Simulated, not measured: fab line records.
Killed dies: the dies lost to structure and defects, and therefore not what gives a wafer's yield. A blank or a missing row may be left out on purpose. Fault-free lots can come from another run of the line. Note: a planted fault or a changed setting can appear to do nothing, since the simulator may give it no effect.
One fault seen from 2 desks -- flow ritCmos -- every desk sees just its own numbers, and what lay behind them comes last

## AT THE TOOL OWNER'S DESK: lithoTrack-03
The tool's own readings at RIT_PRETRO_COAT_01 (resist thk 1300 nm): means of the sampled wafers that have a number, for each lot that ran on this tool. A lot is out of limits, marked OUT, if its mean lies more than 4 standard deviations from the usual mean; the brackets give that distance.
Columns: A = spinSpeedRpm at RIT_PRETRO_COAT_01, usual 1999.9 rpm
lot,first seen here,A
L931,day 3 04:25,2000.4
L939,day 4 21:58,1858.8 (-99 or more) OUT
L940,day 5 01:59,1859.1 (-99 or more) OUT
L941,day 5 06:55,1858.6 (-99 or more) OUT
This desk finds L939, L940, L941 out of limits, L939 being first, at day 4 21:58 (spinSpeedRpm at RIT_PRETRO_COAT_01). L931 stayed within limits.

## FROM THE METROLOGY DESK
What the gauges read, lot by lot, whatever tool the lot ran on: means of the sampled wafers that have a number. A lot is out of limits, marked OUT, if its mean lies more than 4 standard deviations from the usual mean; the brackets give that distance.
Columns: A = NRETRO_OVL at RIT_NRETRO_OVL_MEAS_06, usual 0.7 nm; B = NRETRO_TW at RIT_NRETRO_TW_MEAS_10, usual 1046; C = PRETRO_OVL at RIT_PRETRO_OVL_MEAS_06, usual 1.2 nm
lot,first seen here,A,B,C
L931,day 3 03:34,-0.0,1044,3.5
L937,day 4 11:50,2.0,1047,-0.5
L938,day 4 16:56,1.4,1037,1.6
L939,day 4 21:08,0.1,1041,0.9
L940,day 5 01:01,0.0,1048,0.9
L941,day 5 05:59,-1.8,1048,1.1
L946,day 6 05:52,1.3,1050,1.6
This desk found nothing out of limits on any of the 7 lots.

## BROUGHT TOGETHER
An alarm could have come from the tool owner's desk at day 4 21:58, on L939, L940, L941.
The metrology desk saw nothing out of limits.
The metrology desk has L939, L940, L941 on record, within its limits.
Of the lots named, all ran RIT_PRETRO_COAT_01 on lithoTrack-03.

## WHAT THE SIMULATOR HAD INSERTED
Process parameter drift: lithoTrack-03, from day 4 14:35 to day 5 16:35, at RIT_PRETRO_COAT_01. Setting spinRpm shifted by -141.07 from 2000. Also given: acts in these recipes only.
Struck lots among those shown: L939, L940, L941.
Hours from the fault's start to each desk's first reading out of limits: the tool owner's desk, 7.
